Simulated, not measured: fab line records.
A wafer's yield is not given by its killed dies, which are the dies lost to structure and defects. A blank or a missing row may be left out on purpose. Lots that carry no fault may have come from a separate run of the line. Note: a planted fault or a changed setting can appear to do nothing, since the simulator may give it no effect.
The same fault as seen by 2 desks + flow rit cmos + every desk sees just its own numbers, and what lay behind them comes last

## METROLOGY DESK
Lot by lot, what the gauges showed, no matter which tool ran the lot: averages of those sampled wafers that carry a number. Marked OUT: a lot whose mean sits more than 4 standard deviations from the usual mean, which makes it out of limits; the brackets give that distance.
Columns: A = NWELL_OVL at RIT_NWELL_OVL_MEAS_06, usual 0.6 nm; B = PRETRO_OVL at RIT_PRETRO_OVL_MEAS_06, usual -0.4 nm; C = M1_AL_RS at RIT_M1_RS_MEAS_01, usual 0.0732 ohm/sq; D = M1_AL_THK at RIT_M1_THK_MEAS_02, usual 408 nm
| lot  | first seen here | A    | B    | C                | D              |
|------|-----------------|------|------|------------------|----------------|
| L169 | day 1 20:24     | 0.7  | -0.8 | 0.0729           | 412            |
| L172 | day 2 11:28     | 1.0  | -0.5 | 0.0734           | 408            |
| L173 | day 2 16:16     | 0.2  | 1.0  | 0.0736           | 404            |
| L174 | day 2 21:23     | -0.4 | 0.3  | 0.0710           | 418            |
| L177 | day 3 22:30     | -0.5 | -0.9 | 0.0734           | 404            |
| L179 | day 4 01:41     | 1.0  | -0.0 | 0.0730           | 407            |
| L183 | day 4 18:31     | -1.3 | -0.9 | 0.0842 (+10) OUT | 355 (-8.6) OUT |
| L184 | day 5 01:26     | 1.5  | -0.1 | 0.0736           | 405            |
| L186 | day 5 10:21     | 2.0  | -1.2 | 0.0731           | 410            |
| L189 | day 6 00:34     | 0.5  | -0.7 | 0.0735           | 408            |
| L190 | day 6 06:40     | 0.2  | -0.1 | 0.0720           | 416            |
| L192 | day 6 16:19     | 1.0  | -0.7 | 0.0738           | 403            |
Finding of this desk: L183 out of limits, first seen on L183 at day 6 05:52 (M1_AL_RS at RIT_M1_RS_MEAS_01). L169, L172, L173, L174, L177, L179, L184, L186, L189, L190, L192: within limits.

## THE TOOL OWNER'S DESK: pvd sputter-02
The tool's own readings at RIT_M1_SPUTTER_00 (material Al, target thk 400 nm, time 500 s): means of the sampled wafers that have a number, for each lot that ran on this tool. Marked OUT: a lot whose mean sits more than 4 standard deviations from the usual mean, which makes it out of limits; the brackets give that distance.
Columns: A = throttle valve pct at RIT_M1_SPUTTER_00, usual 30.6 %
| lot  | first seen here | A    |
|------|-----------------|------|
| L169 | day 3 04:57     | 30.7 |
| L173 | day 4 05:19     | 31.0 |
| L177 | day 5 07:41     | 30.6 |
| L179 | day 5 13:18     | 30.8 |
| L183 | day 6 05:34     | 31.2 |
This desk's verdict: no lot among the 5 shows anything out of limits.

## PUT TOGETHER
An alarm was possible from the metrology desk at day 6 05:52, on L183.
The desk of the tool owner found nothing out of limits.
Tool owner's desk: L183 on record, inside its limits.
The lots listed all ran RIT_M1_SPUTTER_00 on pvd sputter-02.

## WHAT WAS PUT IN BY THE SIMULATOR
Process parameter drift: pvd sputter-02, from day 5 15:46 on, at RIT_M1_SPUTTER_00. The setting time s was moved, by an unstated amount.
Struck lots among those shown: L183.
Per desk, hours elapsed from the start of the fault to the first reading out of limits: for the metrology desk, 14.
